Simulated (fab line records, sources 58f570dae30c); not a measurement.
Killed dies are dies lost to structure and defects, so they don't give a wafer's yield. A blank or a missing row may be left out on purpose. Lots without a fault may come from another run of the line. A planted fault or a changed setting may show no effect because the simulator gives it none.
fab line records | flow berkeley_cmos170 | part 1 of 2: steps 1 to 23 of 32
record lots=5 wafers=15 last_day=11
route steps=331 shown CONTACT@222 M1@238
lots that met no fault: from a run of the same line without faults
start_h: hours from the record's first day to the start of the lot's first wafer shown | wait_h: hours since the lot's step before | " the same as in the row above | L1.1+2: a row that stands for several wafers | - no value, or no start given | * or withheld: withheld | < > ~ a bound
route shown NAME@n: a module of which the file shows steps, and the number in the route of the first | usual: mean/standard deviation of fault-free wafers | same: alike in all rows | chamber/n: place in a boat | sites: the reading at each site | _std_site: their standard deviation | _edge_site: outer sites' mean less inner sites' | radius_mm: how far each site lies from the wafer's centre | mask NAME#n: copy n | behind: the tool/chamber that last shaped the wafer | hold: why the lot was held/for how many hours/how that ended | device: the transistor (n, p or np) that didn't switch | end of line: the same wafers' tests at the end of the route | a step without rows: its recipe alone | killed: dies lost to structure and defects at the first sort, not the wafer's yield | map: a wafer's dies, x killed, . not, _ none there
set.NAME: the setting as run; set.NAME@STEP: as run at that earlier step | model.NAME: the simulator's own value behind a step, which no gauge read
lots at some steps of the route; a table a step, a row a wafer
services: from which hour (start_h, from the record's first day; less than 0 if before it) a tool's chamber was out of use, for how many hours, and why
## steps
# step UCB170_CONTACT_STRIP_06
# recipe chemistry=O2 power_w=400 pressure_mtorr=3500 platen_temp_c=withheld o2_flow_sccm=400 overash_fraction=0.5
# usual chamber_pressure_mTorr=3500/3.1 drypump_motor_current_A=5.5/0.59 oes_product_au=0.734/0.0045 strip_time_to_endpoint_s=21.97/0.051
# columns lot.wafer tool chamber start_h wait_h chamber_pressure_mTorr drypump_motor_current_A oes_product_au rf_hours_counter_h strip_time_to_endpoint_s
L074.1 plasma_asher-01 0 159.91 0.1 3497 6.6 0.742 37 22.00
L074.2 " 1 " " 3501 5.8 0.733 37 22.03
L074.5 " 1 " " 3505 5.8 0.725 - 21.98
L078.2 plasma_asher-02 0 165.51 0.1 3503 5.4 0.739 46 22.03
L078.3 " 0 " " 3501 5.4 0.737 - 22.02
L078.4 " 1 " " 3498 4.8 0.737 - 21.95
L082.4 plasma_asher-02 0 189.56 0.1 3495 5.4 0.734 - 22.00
L082.5 " 1 " " 3499 4.8 0.733 - 22.06
L082.6 " 0 " " 3501 5.4 0.735 - 22.00
L084.2 plasma_asher-01 0 201.03 0.1 3501 6.6 0.732 42 21.93
L084.4 " 0 " " 3503 6.7 0.728 - 22.00
L084.5 " 0 " " 3502 6.6 0.731 - 21.98
L091.1 plasma_asher-02 0 235.11 0.1 3497 5.4 0.736 54 22.02
L091.2 " 1 " " 3493 4.8 0.732 54 22.01
L091.6 " 1 " " 3495 4.8 0.734 - 21.95
# step UCB170_CONTACT_CLEAN_07
# recipe chemistry=SPM temp_c=120 time_s=600
# columns lot.wafer tool chamber start_h wait_h
L074.1+2+5 wet_bench-01 2 160.01 0.1
L078.2+3+4 wet_bench-01 2 165.77 0.2
L082.4+5+6 wet_bench-02 0 189.63 0.0
L084.2+4+5 wet_bench-01 1 201.23 0.2
L091.1+2+6 wet_bench-02 0 235.21 0.1
# step UCB170_CONTACT_RTA_08
# recipe temp_c=900 time_s=10 ambient=N2
# usual lamp_power_pct=23.0/2.7 wafer_temp_C_max=903.5/0.72
# columns lot.wafer tool chamber start_h wait_h lamp_power_pct wafer_temp_C_max
L074.1 rtp_anneal-02 0 160.18 0.0 20.3 903.1
L074.2 " 0 " " 20.4 903.6
L074.5 " 0 " " 20.4 904.7
L078.2 rtp_anneal-01 0 165.97 0.0 25.8 903.7
L078.3 " 0 " " 25.8 903.0
L078.4 " 0 " " 25.8 902.4
L082.4 rtp_anneal-01 0 189.86 0.0 25.8 904.0
L082.5 " 0 " " 25.8 903.1
L082.6 " 0 " " 25.7 903.5
L084.2 rtp_anneal-01 0 201.41 0.0 25.7 904.3
L084.4 " 0 " " 25.7 902.7
L084.5 " 0 " " 25.7 903.7
L091.1 rtp_anneal-01 0 235.40 0.0 25.8 902.9
L091.2 " 0 " " 25.8 902.2
L091.6 " 0 " " 25.8 903.6
# step UCB170_CONTACT_COAT_09
# recipe resist=BARC temp_c=withheld time_s=withheld spin_rpm=3000 resist_thk_nm=withheld
# usual resist_line_temp_C=*
# columns lot.wafer tool chamber start_h wait_h resist_line_temp_C
L074.1 litho_track-04 0 160.31 0.1 *
L074.2 " 0 " " *
L074.5 " 0 " " *
L078.2 litho_track-01 0 166.05 0.1 *
L078.3 " 0 " " *
L078.4 " 0 " " *
L082.4 litho_track-03 0 189.96 0.1 *
L082.5 " 0 " " *
L082.6 " 0 " " *
L084.2 litho_track-04 0 201.88 0.5 *
L084.4 " 0 " " *
L084.5 " 0 " " *
L091.1 litho_track-01 0 235.47 0.1 *
L091.2 " 0 " " *
L091.6 " 0 " " *
# step UCB170_CONTACT_COAT_10
# recipe resist=KrF spin_rpm=1500 resist_thk_nm=900
# usual resist_line_temp_C=22.99/0.088
# columns lot.wafer tool chamber start_h wait_h resist_line_temp_C
L074.1 litho_track-04 0 - - 22.95
L074.2 " 0 " " 23.00
L074.5 " 0 " " 23.10
L078.2 litho_track-01 0 - - 22.97
L078.3 " 0 " " 23.08
L078.4 " 0 " " 22.87
L082.4 litho_track-03 0 - - 23.02
L082.5 " 0 " " 23.11
L082.6 " 0 " " 23.04
L084.2 litho_track-04 0 - - 22.94
L084.4 " 0 " " 22.97
L084.5 " 0 " " 22.94
L091.1 litho_track-01 0 - - 23.03
L091.2 " 0 " " 23.07
L091.6 " 0 " " 23.18
# step UCB170_CONTACT_SOFTBAKE_11
# recipe resist=KrF temp_c=130 time_s=60
# usual resist_line_temp_C=23.00/0.12
# columns lot.wafer tool chamber start_h wait_h resist_line_temp_C
L074.1 litho_track-04 0 - - 23.01
L074.2 " 0 " " 22.89
L074.5 " 0 " " 22.98
L078.2 litho_track-01 0 - - 22.85
L078.3 " 0 " " 22.85
L078.4 " 0 " " 22.98
L082.4 litho_track-03 0 - - 22.91
L082.5 " 0 " " 23.05
L082.6 " 0 " " 22.90
L084.2 litho_track-04 0 - - 23.23
L084.4 " 0 " " 23.03
L084.5 " 0 " " 23.14
L091.1 litho_track-01 0 - - 23.03
L091.2 " 0 " " 23.10
L091.6 " 0 " " 23.15
# step UCB170_CONTACT_EXPOSE_12
# recipe mask_id=CONT target_cd_nm=700 na=0.5 sigma_outer=0.6 source_shape=conventional dose_mj=35
# usual exposure_dose_mJ_cm2=34.97/0.034 focus_offset_nm=0.0/0.5
# columns lot.wafer tool chamber start_h wait_h mask exposure_dose_mJ_cm2 focus_offset_nm
L074.1 krf_scanner-01 0 160.76 - CONT#0 34.98 -0.8
L074.2 " 0 " " CONT#0 34.96 0.3
L074.5 " 0 " " CONT#0 34.93 0.1
L078.2 krf_scanner-02 0 166.62 - CONT#0 34.92 -0.4
L078.3 " 0 " " CONT#0 34.91 -1.0
L078.4 " 0 " " CONT#0 34.92 -1.2
L082.4 krf_scanner-01 0 190.52 - CONT#0 35.01 0.2
L082.5 " 0 " " CONT#0 34.95 0.4
L082.6 " 0 " " CONT#0 34.97 0.6
L084.2 krf_scanner-01 0 202.35 - CONT#0 34.98 0.3
L084.4 " 0 " " CONT#0 34.98 0.0
L084.5 " 0 " " CONT#0 34.91 -0.2
L091.1 krf_scanner-02 0 235.92 - CONT#0 34.98 0.1
L091.2 " 0 " " CONT#0 34.95 0.0
L091.6 " 0 " " CONT#0 34.94 0.4
# step UCB170_CONTACT_PEB_13
# recipe peb_temp_c=130 peb_time_s=withheld resist=KrF
# usual resist_line_temp_C=22.99/0.12
# columns lot.wafer tool chamber start_h wait_h resist_line_temp_C
L074.1 litho_track-03 0 160.94 0.2 23.19
L074.2 " 0 " " 23.18
L074.5 " 0 " " 23.29
L078.2 litho_track-03 0 166.76 0.1 22.95
L078.3 " 0 " " 22.83
L078.4 " 0 " " 22.83
L082.4 litho_track-04 0 190.66 0.1 22.78
L082.5 " 0 " " 23.01
L082.6 " 0 " " 22.81
L084.2 litho_track-03 0 202.61 0.2 22.98
L084.4 " 0 " " 22.86
L084.5 " 0 " " 22.99
L091.1 litho_track-01 0 236.04 0.1 23.03
L091.2 " 0 " " 23.17
L091.6 " 0 " " 23.03
# step UCB170_CONTACT_DEVELOP_14
# recipe developer=TMAH develop_time_s=45 resist=KrF dev_temp_c=20.52
# usual resist_line_temp_C=23.03/0.11
# columns lot.wafer tool chamber start_h wait_h resist_line_temp_C
L074.1 litho_track-03 0 - - 22.84
L074.2 " 0 " " 22.83
L074.5 " 0 " " 22.87
L078.2 litho_track-03 0 - - 22.99
L078.3 " 0 " " 22.99
L078.4 " 0 " " 22.95
L082.4 litho_track-04 0 - - 23.08
L082.5 " 0 " " 23.13
L082.6 " 0 " " 23.10
L084.2 litho_track-03 0 - - 23.02
L084.4 " 0 " " 23.10
L084.5 " 0 " " 23.05
L091.1 litho_track-01 0 - - 23.02
L091.2 " 0 " " 22.99
L091.6 " 0 " " 23.05
# step UCB170_CONTACT_CD_MEAS_15
# recipe target_cd_nm=700
# usual cd_nm=699.9/1.6
# columns lot.wafer tool chamber start_h wait_h cd_nm
L074.1 cd_sem-02 - 161.22 - 699.6
L074.2 " - " " 700.8
L074.5 " - " " 699.6
L078.2 cd_sem-01 - 167.03 - 700.1
L078.3 " - " " 701.1
L078.4 " - " " 699.9
L082.4 cd_sem-01 - 190.92 - 699.4
L082.5 " - " " 700.4
L082.6 " - " " 699.2
L084.2 cd_sem-02 - 202.88 - 700.1
L084.4 " - " " 698.8
L084.5 " - " " 699.8
L091.1 cd_sem-02 - 236.31 - 696.8
L091.2 " - " " 697.4
L091.6 " - " " 697.2
# step UCB170_CONTACT_OVL_MEAS_16
# usual CONTACT_OVL=0/5.8
# columns lot.wafer tool chamber start_h wait_h CONTACT_OVL[nm]
L074.1 overlay-01 - 161.34 0.1 -1
L074.2 " - " " -9
L074.5 " - " " -6
L078.2 overlay-01 - 167.13 0.1 1
L078.3 " - " " -6
L078.4 " - " " -2
L082.4 overlay-01 - 190.99 0.1 -5
L082.5 " - " " -5
L082.6 " - " " -11
L084.2 overlay-01 - 202.98 0.1 -6
L084.4 " - " " 0
L084.5 " - " " -8
L091.1 overlay-02 - 236.43 0.1 -9
L091.2 " - " " 0
L091.6 " - " " 3
# step UCB170_CONTACT_ETCH_17
# recipe chemistry=N2/H2 target_depth_a=withheld overetch_a=withheld target=BARC time_s=withheld source_w=500 bias_w=100 pressure_mtorr=30 n2_flow_sccm=100 h2_flow_sccm=200
# usual chamber_pressure_mTorr=30.002/0.03 drypump_motor_current_A=5.5/0.47 oes_product_au=0.998/0.018 throttle_valve_pct=13.35/0.14
# columns lot.wafer tool chamber start_h wait_h chamber_pressure_mTorr drypump_motor_current_A oes_product_au throttle_valve_pct
L074.1 rie_diel-02 3 161.37 0.0 29.978 5.3 1.001 13.22
L074.2 " 1 " " 30.031 5.6 1.007 13.44
L074.5 " 0 " " 30.029 5.2 0.960 13.54
L078.2 rie_diel-01 1 167.16 0.0 29.965 5.2 1.019 13.50
L078.3 " 3 " " 29.990 4.9 1.002 13.10
L078.4 " 2 " " 29.953 4.7 0.990 13.16
L082.4 rie_diel-01 1 191.01 0.0 30.001 5.2 1.010 13.51
L082.5 " 2 " " 29.934 4.7 0.987 13.16
L082.6 " 3 " " 30.003 5.0 1.000 13.10
L084.2 rie_diel-01 3 203.01 0.0 29.975 5.0 0.995 13.10
L084.4 " 1 " " 30.009 5.2 1.010 13.51
L084.5 " 2 " " 29.937 4.7 0.992 13.16
L091.1 rie_diel-02 0 236.47 0.0 30.067 5.2 0.959 13.56
L091.2 " 2 " " 30.010 6.1 1.022 13.39
L091.6 " 2 " " 30.007 6.1 1.011 13.36
# step UCB170_CONTACT_ETCH_18
# recipe chemistry=CHF3/CF4/Ar target=PSG stop_on=TiSi2 CHF3_flow_sccm=45 cf4_flow_sccm=15 Ar_flow_sccm=150 pressure_mtorr=200 rf_w=700 target_depth_a=8400 over_etch_frac=0.2 time_s=195
# usual CHF3_flow_sccm=45.02/0.13 chamber_pressure_mTorr=200.00/0.17 drypump_motor_current_A=5.4/0.47 oes_product_au=0.887/0.014 throttle_valve_pct=6.96/0.097
# columns lot.wafer tool chamber start_h wait_h CHF3_flow_sccm chamber_pressure_mTorr drypump_motor_current_A oes_product_au rf_hours_counter_h throttle_valve_pct
L074.1 rie_diel-02 3 - - 44.85 200.09 5.3 0.900 154 6.87
L074.2 " 1 " " 45.03 200.34 5.6 0.900 21 7.02
L074.5 " 0 " " 45.09 200.00 5.1 0.873 - 7.08
L078.2 rie_diel-01 1 - - 45.03 199.90 5.3 0.905 19 7.03
L078.3 " 3 " " 44.90 199.96 4.9 0.895 69 6.80
L078.4 " 2 " " 45.01 200.15 4.7 0.882 20 6.89
L082.4 rie_diel-01 1 - - 44.91 199.87 5.3 0.898 20 7.03
L082.5 " 2 " " 44.89 199.99 4.7 0.885 - 6.90
L082.6 " 3 " " 44.94 199.92 4.9 0.896 - 6.79
L084.2 rie_diel-01 3 - - 44.89 200.05 4.9 0.901 70 6.80
L084.4 " 1 " " 45.02 199.64 5.2 0.892 21 7.04
L084.5 " 2 " " 45.18 199.73 4.7 0.885 - 6.89
L091.1 rie_diel-02 0 - - 45.06 199.88 5.2 0.867 84 7.06
L091.2 " 2 " " 44.98 200.18 6.0 0.876 22 6.87
L091.6 " 2 " " 45.04 199.73 6.0 0.876 - 6.89
# step UCB170_CONTACT_STRIP_19
# recipe chemistry=O2 power_w=400 pressure_mtorr=3500 platen_temp_c=withheld o2_flow_sccm=400 overash_fraction=0.5
# usual chamber_pressure_mTorr=3500/3.3 drypump_motor_current_A=5.5/0.56 oes_product_au=0.726/0.0047
# columns lot.wafer tool chamber start_h wait_h chamber_pressure_mTorr drypump_motor_current_A oes_product_au rf_hours_counter_h
L074.1 plasma_asher-01 1 161.54 - 3499 5.8 0.727 37
L074.2 " 0 " " 3498 6.6 0.726 37
L074.5 " 1 " " 3494 5.8 0.731 -
L078.2 plasma_asher-02 1 167.33 - 3495 4.8 0.730 46
L078.3 " 1 " " 3505 4.8 0.723 -
L078.4 " 0 " " 3502 5.4 0.725 -
L082.4 plasma_asher-02 1 191.21 - 3499 4.8 0.731 -
L082.5 " 0 " " 3497 5.4 0.724 -
L082.6 " 1 " " 3498 4.8 0.726 -
L084.2 plasma_asher-02 0 203.18 - 3498 5.4 0.722 50
L084.4 " 0 " " 3502 5.4 0.731 -
L084.5 " 0 " " 3498 5.4 0.723 -
L091.1 plasma_asher-02 1 236.72 - 3499 4.8 0.727 54
L091.2 " 0 " " 3495 5.4 0.725 54
L091.6 " 1 " " 3498 4.8 0.722 -
# step UCB170_CONTACT_CD_MEAS_90
# recipe target_cd_nm=700
# usual cd_nm=699.6/1.6
# columns lot.wafer tool chamber start_h wait_h cd_nm
L074.1 cd_sem-01 - 161.64 0.1 699.0
L074.2 " - " " 700.3
L074.5 " - " " 699.9
L078.2 cd_sem-01 - 167.45 0.1 699.7
L078.3 " - " " 700.2
L078.4 " - " " 699.2
L082.4 cd_sem-01 - 191.34 0.1 699.4
L082.5 " - " " 699.5
L082.6 " - " " 698.4
L084.2 cd_sem-02 - 203.30 0.1 700.3
L084.4 " - " " 699.3
L084.5 " - " " 698.0
L091.1 cd_sem-02 - 236.82 0.1 697.1
L091.2 " - " " 697.6
L091.6 " - " " 698.0
# step UCB170_CONTACT_CLEAN_20
# recipe chemistry=SPM temp_c=120 time_s=600
# columns lot.wafer tool chamber start_h wait_h
L074.1+2+5 wet_bench-02 0 161.76 0.1
L078.2+3+4 wet_bench-01 1 167.61 0.1
L082.4+5+6 wet_bench-02 0 191.40 0.0
L084.2+4+5 wet_bench-03 3 203.41 0.1
L091.1+2+6 wet_bench-02 0 236.94 0.1
# step UCB170_M1_SPUTTER_00
# recipe material=Al target_thk_nm=600 time_s=80 power_w=6000 chamber_pressure_pa=0.5
# usual throttle_valve_pct=30.4/0.89
# columns lot.wafer tool chamber start_h wait_h throttle_valve_pct
L074.1 pvd_sputter-01 - 161.94 0.0 29.8
L074.2 " - " " 30.5
L074.5 " - " " 32.6
L078.2 pvd_sputter-01 - 167.81 0.0 30.5
L078.3 " - " " 32.2
L078.4 " - " " 30.0
L082.4 pvd_sputter-04 - 191.61 0.0 30.4
L082.5 " - " " 30.1
L082.6 " - " " 30.6
L084.2 pvd_sputter-04 - 203.59 0.0 30.2
L084.4 " - " " 30.7
L084.5 " - " " 30.1
L091.1 pvd_sputter-03 - 237.13 0.0 30.1
L091.2 " - " " 28.8
L091.6 " - " " 30.3
# step UCB170_M1_RS_MEAS_01
# recipe thk_meas_gauge=four-point-probe reads=Al_of_M1_SPUTTER_00
# usual M1_AL_RS=0.0484/0.00067
# columns lot.wafer tool chamber start_h wait_h M1_AL_RS[ohm/sq]
L074.1 film_metro-04 - 162.00 0.0 0.0485
L074.2 " - " " 0.0476
L074.5 " - " " 0.0482
L078.2 film_metro-02 - 167.89 0.1 0.0488
L078.3 " - " " 0.0498
L078.4 " - " " 0.0500
L082.4 film_metro-04 - 191.73 0.1 0.0484
L082.5 " - " " 0.0476
L082.6 " - " " 0.0481
L084.2 film_metro-01 - 203.67 0.1 0.0483
L084.4 " - " " 0.0491
L084.5 " - " " 0.0489
L091.1 film_metro-04 - 237.19 0.0 0.0472
L091.2 " - " " 0.0477
L091.6 " - " " 0.0484
# step UCB170_M1_THK_MEAS_02
# recipe thk_meas_gauge=xrf reads=Al_of_M1_SPUTTER_00
# usual M1_AL_THK=603/8.7
# columns lot.wafer tool chamber start_h wait_h M1_AL_THK[nm]
L074.1 film_metro-04 - 162.12 0.1 596
L074.2 " - " " 615
L074.5 " - " " 603
L078.2 film_metro-02 - 168.00 0.1 596
L078.3 " - " " 584
L078.4 " - " " 583
L082.4 film_metro-04 - 191.82 0.1 601
L082.5 " - " " 610
L082.6 " - " " 607
L084.2 film_metro-01 - 203.78 0.1 608
L084.4 " - " " 595
L084.5 " - " " 597
L091.1 film_metro-04 - 237.31 0.1 614
L091.2 " - " " 606
L091.6 " - " " 596
# step UCB170_M1_COAT_03
# recipe resist=BARC temp_c=withheld time_s=withheld spin_rpm=3000 resist_thk_nm=withheld
# usual resist_line_temp_C=*
# columns lot.wafer tool chamber start_h wait_h resist_line_temp_C
L074.1 litho_track-01 0 162.18 0.1 *
L074.2 " 0 " " *
L074.5 " 0 " " *
L078.2 litho_track-02 0 168.09 0.1 *
L078.3 " 0 " " *
L078.4 " 0 " " *
L082.4 litho_track-02 0 191.92 0.1 *
L082.5 " 0 " " *
L082.6 " 0 " " *
L084.2 litho_track-02 0 204.47 0.7 *
L084.4 " 0 " " *
L084.5 " 0 " " *
L091.1 litho_track-01 0 237.42 0.1 *
L091.2 " 0 " " *
L091.6 " 0 " " *
# step UCB170_M1_COAT_04
# recipe resist=KrF spin_rpm=1500 resist_thk_nm=911.6
# usual resist_line_temp_C=23.01/0.12
# columns lot.wafer tool chamber start_h wait_h resist_line_temp_C
L074.1 litho_track-01 0 - - 22.89
L074.2 " 0 " " 22.90
L074.5 " 0 " " 22.87
L078.2 litho_track-02 0 - - 23.03
L078.3 " 0 " " 22.91
L078.4 " 0 " " 22.82
L082.4 litho_track-02 0 - - 23.02
L082.5 " 0 " " 22.99
L082.6 " 0 " " 22.86
L084.2 litho_track-02 0 - - 23.22
L084.4 " 0 " " 23.04
L084.5 " 0 " " 22.99
L091.1 litho_track-01 0 - - 23.18
L091.2 " 0 " " 23.13
L091.6 " 0 " " 23.03
# step UCB170_M1_SOFTBAKE_05
# recipe resist=KrF temp_c=130 time_s=60
# usual resist_line_temp_C=22.99/0.11
# columns lot.wafer tool chamber start_h wait_h resist_line_temp_C
L074.1 litho_track-01 0 - - 23.25
L074.2 " 0 " " 23.13
L074.5 " 0 " " 23.24
L078.2 litho_track-02 0 - - 23.00
L078.3 " 0 " " 22.97
L078.4 " 0 " " 22.91
L082.4 litho_track-02 0 - - 22.91
L082.5 " 0 " " 23.04
L082.6 " 0 " " 22.96
L084.2 litho_track-02 0 - - 22.95
L084.4 " 0 " " 22.84
L084.5 " 0 " " 22.97
L091.1 litho_track-01 0 - - 23.05
L091.2 " 0 " " 22.80
L091.6 " 0 " " 22.78
# step UCB170_M1_EXPOSE_06
# recipe mask_id=METAL1 target_cd_nm=700 na=0.5 sigma_outer=0.6 source_shape=conventional dose_mj=21
# usual exposure_dose_mJ_cm2=21.062/0.025 focus_offset_nm=0.1/0.54
# columns lot.wafer tool chamber start_h wait_h mask exposure_dose_mJ_cm2 focus_offset_nm
L074.1 krf_scanner-01 0 162.75 - METAL1#0 21.073 0.0
L074.2 " 0 " " METAL1#0 21.032 -0.1
L074.5 " 0 " " METAL1#0 21.069 0.1
L078.2 krf_scanner-02 0 168.53 - METAL1#0 21.029 0.1
L078.3 " 0 " " METAL1#0 21.009 -0.4
L078.4 " 0 " " METAL1#0 21.065 0.3
L082.4 krf_scanner-01 0 192.48 - METAL1#0 21.074 -0.6
L082.5 " 0 " " METAL1#0 21.093 0.2
L082.6 " 0 " " METAL1#0 21.093 -0.1
L084.2 krf_scanner-01 0 205.15 - METAL1#0 21.062 0.1
L084.4 " 0 " " METAL1#0 21.088 -0.6
L084.5 " 0 " " METAL1#0 21.046 -0.6
L091.1 krf_scanner-01 0 238.00 - METAL1#0 21.064 0.6
L091.2 " 0 " " METAL1#0 21.056 0.6
L091.6 " 0 " " METAL1#0 21.087 0.7
